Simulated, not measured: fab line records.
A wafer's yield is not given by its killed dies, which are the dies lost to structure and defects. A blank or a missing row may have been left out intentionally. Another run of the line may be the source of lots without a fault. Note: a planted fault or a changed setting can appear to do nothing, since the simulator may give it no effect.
fab line records    flow rit_cmos
[record] lots = 15  wafers = 45  last_day = 6
route steps=202 shown PWELL@42
lots that met no fault: taken from a fault-free run of the same line
start_h: start of the lot's first displayed wafer, in hours after the record's first day    wait_h: time in hours since the lot's previous step    " repeats the value in the row above    L1.1+2: several wafers, shown together as one row    - no value, or no start given    * or withheld: withheld    < > ~ a bound
route shown NAME@n: names a module that has steps shown in the file, with the first one's number in the route    usual: mean and standard deviation over wafers with no fault    same: alike in all rows    chamber/n: place in a boat    sites: the reading at each site    _std_site: their standard deviation    _edge_site: inner sites' mean taken away from outer sites' mean    radius_mm: how far each site lies from the wafer's centre    mask NAME#n: copy n    behind: tool/chamber where the wafer was last shaped    hold: what put the lot on hold/how long, in hours/how the hold closed    device: names the non-switching transistor (n, p or np)    end of line: the same wafers' tests at the end of the route    step lacking rows: just its recipe    killed: not the wafer's yield, but the dies lost to structure and defects at the first sort    map: per-die view of a wafer (x killed, . not killed, _ where there is no die)
set.NAME: the setting as run; set.NAME@STEP: as run at that earlier step    model.NAME: the simulator's own value behind a step, which no gauge read
one table for each step of the route and one row for each wafer, over a sample of lots
services: a tool's chamber out of use, with start hour (start_h, from the record's first day; less than 0 if before it), hours out, and reason
[[steps]]
[step RIT_PWELL_EXPOSE_03]
[recipe] mask_id = M3  na = 0.57  target_cd_nm = 43700  dose_mj = 250
[usual] exposure_dose_mJ_cm2 = 250.09/0.21  focus_offset_nm = -0.1/0.52  na = 0.57/0
lot.wafer  tool              chamber  start_h  wait_h  mask  exposure_dose_mJ_cm2  focus_offset_nm  na
L777.2     iline_stepper-02  0        22.46    0.1     M3#0  249.72                0.5              0.57
L777.3     "                 0        "        "       M3#0  249.98                -0.4             0.57
L777.5     "                 0        "        "       M3#0  250.26                -0.1             0.57
L778.4     iline_stepper-01  0        30.87    0.2     M3#0  250.05                -0.8             0.57
L778.5     "                 0        "        "       M3#0  250.07                -0.1             0.57
L778.6     "                 0        "        "       M3#0  250.57                0.8              0.57
L779.2     iline_stepper-02  0        32.15    0.2     M3#0  250.12                -0.4             0.57
L779.5     "                 0        "        "       M3#0  250.09                0.0              0.57
L779.6     "                 0        "        "       M3#0  250.10                -0.7             0.57
L780.1     iline_stepper-01  0        36.75    0.3     M3#0  250.14                0.8              0.57
L780.4     "                 0        "        "       M3#0  250.13                0.5              0.57
L780.5     "                 0        "        "       M3#0  250.34                1.1              0.57
L781.1     iline_stepper-01  0        44.84    0.2     M3#0  250.02                -0.4             0.57
L781.2     "                 0        "        "       M3#0  249.86                -0.4             0.57
L781.5     "                 0        "        "       M3#0  249.88                0.1              0.57
L782.3     iline_stepper-01  0        47.03    0.1     M3#0  250.13                -0.1             0.57
L782.5     "                 0        "        "       M3#0  250.18                0.3              0.57
L782.6     "                 0        "        "       M3#0  250.21                -0.6             0.57
L784.1     iline_stepper-01  0        56.29    0.1     M3#0  250.21                -0.3             0.57
L784.3     "                 0        "        "       M3#0  250.42                0.0              0.57
L784.6     "                 0        "        "       M3#0  249.94                -0.8             0.57
L787.1     iline_stepper-02  0        72.93    0.2     M3#0  250.40                0.2              0.57
L787.3     "                 0        "        "       M3#0  250.14                -0.3             0.57
L787.4     "                 0        "        "       M3#0  250.30                0.7              0.57
L788.1     iline_stepper-02  0        76.60    0.1     M3#0  249.92                -0.2             0.57
L788.4     "                 0        "        "       M3#0  250.21                -0.9             0.57
L788.5     "                 0        "        "       M3#0  250.28                -0.4             0.57
L789.1     iline_stepper-02  0        81.71    0.1     M3#0  250.09                0.6              0.57
L789.3     "                 0        "        "       M3#0  250.52                0.0              0.57
L789.6     "                 0        "        "       M3#0  249.98                0.2              0.57
L790.1     iline_stepper-02  0        87.33    0.1     M3#0  250.41                -0.1             0.57
L790.3     "                 0        "        "       M3#0  250.07                0.7              0.57
L790.6     "                 0        "        "       M3#0  250.26                -0.6             0.57
L793.2     iline_stepper-02  -        103.46   0.1     M3#0  -                     -                -
L793.5     "                 -        "        "       M3#0  -                     -                -
L793.6     "                 -        "        "       M3#0  -                     -                -
L794.1     iline_stepper-02  -        108.31   0.1     M3#0  -                     -                -
L794.5     "                 -        "        "       M3#0  -                     -                -
L794.6     "                 -        "        "       M3#0  -                     -                -
L795.1     iline_stepper-02  -        112.07   0.1     M3#0  -                     -                -
L795.2     "                 -        "        "       M3#0  -                     -                -
L795.6     "                 -        "        "       M3#0  -                     -                -
L796.2     iline_stepper-01  0        116.98   0.2     M3#0  250.41                -0.3             0.57
L796.3     "                 0        "        "       M3#0  250.12                -0.8             0.57
L796.6     "                 0        "        "       M3#0  249.98                -0.5             0.57
[[services]]
tool              chamber  start_h  hours  kind
iline_stepper-02  -        39.74    16.8   repair
iline_stepper-02  -        56.49    8.9    pm
iline_stepper-01  -        98.45    4.4    pm
[[key]]
[first_sign] step = RIT_PWELL_EXPOSE_03  reading = tool_record  direction = missing
effect none on later readings
met_at RIT_PWELL_EXPOSE_03
struck_lots L793,L794,L795
sort_left_out L793.2,L793.5,L793.6,L794.1,L794.5,L794.6,L795.1,L795.2,L795.6
tester_left_out L793,L794,L795
onset_between 87.33 103.46
[fault] kind = skipped_step_whole  tool = iline_stepper-02  chamber = -  onset_h = 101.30  steps = RIT_PWELL_EXPOSE_03  scope = struck_lots_only
// tester_left_out: of these lots the tester's yield and bins aren't shown, on N5 and GAA mostly nor the transistor test; their killed dies are dies lost to structure and defects alone, not to doping, threshold or leakage, so they don't give the yield
// sort_left_out: the simulated sort isn't trusted on such a fault, so these wafers' sort isn't shown, and their yield isn't known
